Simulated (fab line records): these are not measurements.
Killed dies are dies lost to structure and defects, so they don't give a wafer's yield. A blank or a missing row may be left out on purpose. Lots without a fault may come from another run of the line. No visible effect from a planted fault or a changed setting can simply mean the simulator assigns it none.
Shared-tool check    flow berkeley cmos170    Lots sampled 14, wafers sampled 42

## WHAT PROMPTED THE OPENING
2 of 14 lots carry a flag on the reading PSD_TW at UCB170_PSD_TW_MEAS_10. Wafers without a fault read 2322, standard deviation 14.
Rule: a lot gets a flag if all its wafers with a number sit over 4 standard deviations from that mean, or if no wafer of it has a number. As for the other lots, they are considered sound.

lot   measured      on             PSD_TW, wafer by wafer  flag
L673  day 6 09:37   film metro-03  2343 2320 2329          
L675  day 6 09:44   film metro-03  2340 2350 2341          
L674  day 6 09:53   film metro-04  2319 2321 2310          
L677  day 7 02:49   film metro-01  2326 2319 2313          
L676  day 7 03:07   film metro-03  2350 2350 2343          
L681  day 8 17:03   film metro-04  1935 1938 1929          FLAGGED
L682  day 8 17:26   film metro-01  1931 1931 1932          FLAGGED
L689  day 9 17:28   film metro-04  2309 2302 2305          
L690  day 10 05:53  film metro-03  2313 2340 2330          
L691  day 10 06:10  film metro-03  2325 2337 2324          
L693  day 10 21:19  film metro-04  2301 2299 2294          
L692  day 10 21:35  film metro-01  2316 2316 2319          
L694  day 11 04:53  film metro-01  2321 2313 2320          
L696  day 11 20:01  film metro-04  2312 2303 2308          
The mean of the flagged lots' numbers is 1933, -389 from the usual (-28 standard deviations).

## WHICH TOOL EACH LOT WENT THROUGH
Before the reading, the record contains 3 process steps out of a 331-step route. Every cell lists first the tool, next ch and the chambers used by the sampled wafers, and last the start.
lot   flag     UCB170_GATE_STRIP_16                  UCB170_PSD_IMPLANT_08            UCB170_PSD_STRIP_09
L673           plasma asher-04 ch 0,1, day 5 23:41   implanter-01 ch 0, day 6 09:23   plasma asher-04 ch 0,1, day 6 09:31
L675           plasma asher-03 ch 0,1, day 5 23:50   implanter-02 ch 0, day 6 09:30   plasma asher-02 ch 0,1, day 6 09:38
L674           plasma asher-04 ch 0,1, day 5 23:57   implanter-03 ch 0, day 6 09:40   plasma asher-01 ch 0,1, day 6 09:47
L677           plasma asher-03 ch 0,1, day 6 15:07   implanter-03 ch 0, day 7 02:34   plasma asher-02 ch 0,1, day 7 02:43
L676           plasma asher-04 ch 0,1, day 6 15:23   implanter-01 ch 0, day 7 02:52   plasma asher-01 ch 1, day 7 03:00
L681  FLAGGED  plasma asher-01 ch 0,1, day 8 06:32   implanter-01 ch 0, day 8 16:48   plasma asher-04 ch 0,1, day 8 16:57
L682  FLAGGED  plasma asher-03 ch 0,1, day 8 06:47   implanter-01 ch 0, day 8 17:11   plasma asher-04 ch 0,1, day 8 17:20
L689           plasma asher-03 ch 0,1, day 9 07:55   implanter-02 ch 0, day 9 17:13   plasma asher-01 ch 0,1, day 9 17:21
L690           plasma asher-04 ch 0, day 9 16:10     implanter-02 ch 0, day 10 05:39  plasma asher-01 ch 0,1, day 10 05:47
L691           plasma asher-03 ch 0, day 9 16:24     implanter-03 ch 0, day 10 05:56  plasma asher-04 ch 1, day 10 06:03
L693           plasma asher-04 ch 0,1, day 10 09:21  implanter-03 ch 0, day 10 21:05  plasma asher-02 ch 0, day 10 21:12
L692           plasma asher-03 ch 0,1, day 10 09:35  implanter-02 ch 0, day 10 21:21  plasma asher-04 ch 0,1, day 10 21:29
L694           plasma asher-03 ch 1, day 10 19:37    implanter-02 ch 0, day 11 04:39  plasma asher-02 ch 0,1, day 11 04:47
L696           plasma asher-01 ch 0,1, day 11 09:50  implanter-01 ch 0, day 11 19:47  plasma asher-04 ch 0,1, day 11 19:56
These steps, and what they do:
- UCB170_GATE_STRIP_16: strips in O2.
- UCB170_PSD_IMPLANT_08
- UCB170_PSD_STRIP_09: strips in O2.
- UCB170_PSD_TW_MEAS_10

## FLAGGED AGAINST TOTAL, ONE TOOL AT A TIME (gauges that did the reading follow at the end)
step                   tool             lots run  flagged  share of the flagged lots  sound lots run after its first flagged lot
UCB170_GATE_STRIP_16   plasma asher-01  2         1        some                       1 (L696)
UCB170_GATE_STRIP_16   plasma asher-03  7         1        some                       4 (L689,L691,L692,L694)
UCB170_GATE_STRIP_16   plasma asher-04  5         0        none                       -
UCB170_PSD_IMPLANT_08  implanter-01     5         2        all                        1 (L696)
UCB170_PSD_IMPLANT_08  implanter-02     5         0        none                       -
UCB170_PSD_IMPLANT_08  implanter-03     4         0        none                       -
UCB170_PSD_STRIP_09    plasma asher-01  4         0        none                       -
UCB170_PSD_STRIP_09    plasma asher-02  4         0        none                       -
UCB170_PSD_STRIP_09    plasma asher-04  6         2        all                        3 (L691,L692,L696)
UCB170_PSD_TW_MEAS_10  film metro-01    4         1        some                       2 (L692,L694)
UCB170_PSD_TW_MEAS_10  film metro-03    5         0        none                       -
UCB170_PSD_TW_MEAS_10  film metro-04    5         1        some                       3 (L689,L693,L696)

## WHAT THE TABLE ALLOWS
2 rows of the table ran every flagged lot: implanter-01 at UCB170_PSD_IMPLANT_08, plasma asher-04 at UCB170_PSD_STRIP_09.
- implanter-01 at UCB170_PSD_IMPLANT_08: 2 of its 5 lots flagged. After the first flagged lot (L696), sound lots still ran on it; a lasting fault on the whole tool would not permit that. Its own readings (dose ions cm2, end station pressure torr, faraday current uA) fall more than 4 standard deviations out on all wafers of the flagged lots.
- plasma asher-04 at UCB170_PSD_STRIP_09: 2 of its 6 lots flagged. After the first flagged lot (L691, L692, L696), sound lots still ran on it; a lasting fault on the whole tool would not permit that. Its own readings (oes product au, strip time to endpoint s) fall more than 4 standard deviations out on all wafers of the flagged lots.
None of the table's rows ran every flagged lot and, after the first, no sound lot.

## WHAT THE SIMULATOR PUT IN
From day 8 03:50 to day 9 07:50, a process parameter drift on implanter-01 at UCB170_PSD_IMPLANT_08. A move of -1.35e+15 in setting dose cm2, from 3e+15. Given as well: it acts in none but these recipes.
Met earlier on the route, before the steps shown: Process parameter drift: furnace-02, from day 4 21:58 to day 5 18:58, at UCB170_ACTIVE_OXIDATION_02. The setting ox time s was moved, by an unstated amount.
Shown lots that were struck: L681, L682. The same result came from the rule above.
